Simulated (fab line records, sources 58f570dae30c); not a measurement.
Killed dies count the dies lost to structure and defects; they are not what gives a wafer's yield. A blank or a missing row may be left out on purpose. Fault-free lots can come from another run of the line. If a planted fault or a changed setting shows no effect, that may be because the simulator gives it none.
Split-lot experiment / flow berkeley cmos170 / 23 wafers read from 5 lots, route of 331 steps

== THE SPLIT ITSELF ==
At UCB170_PWELL_ETCH_14 (etches Si3N4 in CH3F/Ar/O2, stops on SiO2, target depth 242 nm, time 151 s), the setting rf w was moved away from the recipe's 450 W on 6 of the 23 wafers read, by +4.8% to +9.9%. This setting was run at the recipe's value on the other wafers.

The reading is taken at the split's own step.

== THE READING ==
SiO2_of_PWELL_OXIDATION_02.thk nm (the simulator's own value, which no gauge read), in nm, at UCB170_PWELL_ETCH_14 (etches Si3N4 in CH3F/Ar/O2, stops on SiO2, target depth 242 nm, time 151 s). The file does not state a usual value for it. Average 22.78 nm, standard deviation 0.41 nm, over the 17 wafers here run with the recipe.

wafer=L078.1; tool, chamber at the split=rie diel-03, 1; rf w as run, W=450; against the recipe=recipe; SiO2_of_PWELL_OXIDATION_02.thk nm, nm=23.19; against lot-mates on the recipe=-
wafer=L078.2; tool, chamber at the split=rie diel-03, 2; rf w as run, W=450; against the recipe=recipe; SiO2_of_PWELL_OXIDATION_02.thk nm, nm=23.27; against lot-mates on the recipe=-
wafer=L078.4; tool, chamber at the split=rie diel-03, 1; rf w as run, W=450; against the recipe=recipe; SiO2_of_PWELL_OXIDATION_02.thk nm, nm=23.27; against lot-mates on the recipe=-
wafer=L078.5; tool, chamber at the split=rie diel-03, 2; rf w as run, W=450; against the recipe=recipe; SiO2_of_PWELL_OXIDATION_02.thk nm, nm=22.81; against lot-mates on the recipe=-
wafer=L078.6; tool, chamber at the split=rie diel-03, 0; rf w as run, W=450; against the recipe=recipe; SiO2_of_PWELL_OXIDATION_02.thk nm, nm=23.01; against lot-mates on the recipe=-
wafer=L077.1; tool, chamber at the split=rie diel-04, 1; rf w as run, W=450; against the recipe=recipe; SiO2_of_PWELL_OXIDATION_02.thk nm, nm=22.3; against lot-mates on the recipe=-
wafer=L077.3; tool, chamber at the split=rie diel-04, 3; rf w as run, W=450; against the recipe=recipe; SiO2_of_PWELL_OXIDATION_02.thk nm, nm=22.72; against lot-mates on the recipe=-
wafer=L077.4; tool, chamber at the split=rie diel-04, 2; rf w as run, W=450; against the recipe=recipe; SiO2_of_PWELL_OXIDATION_02.thk nm, nm=22.09; against lot-mates on the recipe=-
wafer=L077.5; tool, chamber at the split=rie diel-04, 3; rf w as run, W=450; against the recipe=recipe; SiO2_of_PWELL_OXIDATION_02.thk nm, nm=22.96; against lot-mates on the recipe=-
wafer=L077.6; tool, chamber at the split=rie diel-04, 0; rf w as run, W=450; against the recipe=recipe; SiO2_of_PWELL_OXIDATION_02.thk nm, nm=22.09; against lot-mates on the recipe=-
wafer=L080.1; tool, chamber at the split=rie diel-03, 1; rf w as run, W=494.6; against the recipe=+9.9%; SiO2_of_PWELL_OXIDATION_02.thk nm, nm=20.73; against lot-mates on the recipe=-1.66
wafer=L080.2; tool, chamber at the split=rie diel-03, 2; rf w as run, W=450; against the recipe=recipe; SiO2_of_PWELL_OXIDATION_02.thk nm, nm=22.23; against lot-mates on the recipe=-
wafer=L080.3; tool, chamber at the split=rie diel-03, 0; rf w as run, W=494.6; against the recipe=+9.9%; SiO2_of_PWELL_OXIDATION_02.thk nm, nm=20.34; against lot-mates on the recipe=-2.05
wafer=L080.5; tool, chamber at the split=rie diel-03, 0; rf w as run, W=450; against the recipe=recipe; SiO2_of_PWELL_OXIDATION_02.thk nm, nm=22.56; against lot-mates on the recipe=-
wafer=L080.6; tool, chamber at the split=rie diel-03, 2; rf w as run, W=494.6; against the recipe=+9.9%; SiO2_of_PWELL_OXIDATION_02.thk nm, nm=20.75; against lot-mates on the recipe=-1.64
wafer=L082.1; tool, chamber at the split=rie diel-01, 0; rf w as run, W=450; against the recipe=recipe; SiO2_of_PWELL_OXIDATION_02.thk nm, nm=23.15; against lot-mates on the recipe=-
wafer=L082.3; tool, chamber at the split=rie diel-01, 3; rf w as run, W=471.4; against the recipe=+4.8%; SiO2_of_PWELL_OXIDATION_02.thk nm, nm=22.12; against lot-mates on the recipe=-0.79
wafer=L082.4; tool, chamber at the split=rie diel-01, 1; rf w as run, W=450; against the recipe=recipe; SiO2_of_PWELL_OXIDATION_02.thk nm, nm=22.67; against lot-mates on the recipe=-
wafer=L082.5; tool, chamber at the split=rie diel-01, 2; rf w as run, W=471.4; against the recipe=+4.8%; SiO2_of_PWELL_OXIDATION_02.thk nm, nm=22.13; against lot-mates on the recipe=-0.78
wafer=L082.6; tool, chamber at the split=rie diel-01, 1; rf w as run, W=471.4; against the recipe=+4.8%; SiO2_of_PWELL_OXIDATION_02.thk nm, nm=21.73; against lot-mates on the recipe=-1.18
wafer=L085.1; tool, chamber at the split=rie diel-04, 3; rf w as run, W=450; against the recipe=recipe; SiO2_of_PWELL_OXIDATION_02.thk nm, nm=23.16; against lot-mates on the recipe=-
wafer=L085.3; tool, chamber at the split=rie diel-04, 2; rf w as run, W=450; against the recipe=recipe; SiO2_of_PWELL_OXIDATION_02.thk nm, nm=22.6; against lot-mates on the recipe=-
wafer=L085.5; tool, chamber at the split=rie diel-04, 2; rf w as run, W=450; against the recipe=recipe; SiO2_of_PWELL_OXIDATION_02.thk nm, nm=23.26; against lot-mates on the recipe=-

THE FIT
A straight line over all 23 wafers: SiO2_of_PWELL_OXIDATION_02.thk nm changes by -0.212 nm for each +1% of rf w; r = -0.89; the points scatter about the line by 0.39 nm.
The same after taking each lot's own level away (the mean of its wafers on the recipe; 23 wafers): -0.182 nm for each +1%; r = -0.93; scatter 0.26 nm.
That fit puts the effect of the largest move of rf w on the reading at 1.8 nm.
From 22.395 to 23.110 nm: that is the span of the lots' own levels, equal to 1.8 times the standard deviation above.
So the slope is not independent of the lot-to-lot level: the two fits are not the same.
Check: -1.86 nm against its lot-mates is what the line predicts for one of the wafers moved furthest among these (+9.9%) when that wafer is left out of the fit. Against them it came out at -1.66 nm.

== OTHER SPLITS ON THESE WAFERS ==
These wafers also went through other splits before the reading. Each is held against what the fit with the lots' levels taken away leaves over:
other split on the same wafers=UCB170_PWELL_CVD_05 sih2cl2 flow sccm; wafers away from the commonest value=15; r with SiO2_of_PWELL_OXIDATION_02.thk nm (lot level and that fit taken away)=+0.00

== FILE'S OWN FIT ==
SiO2_of_PWELL_OXIDATION_02.thk nm changes by -0.183 nm for each +1% of rf w, r = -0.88.
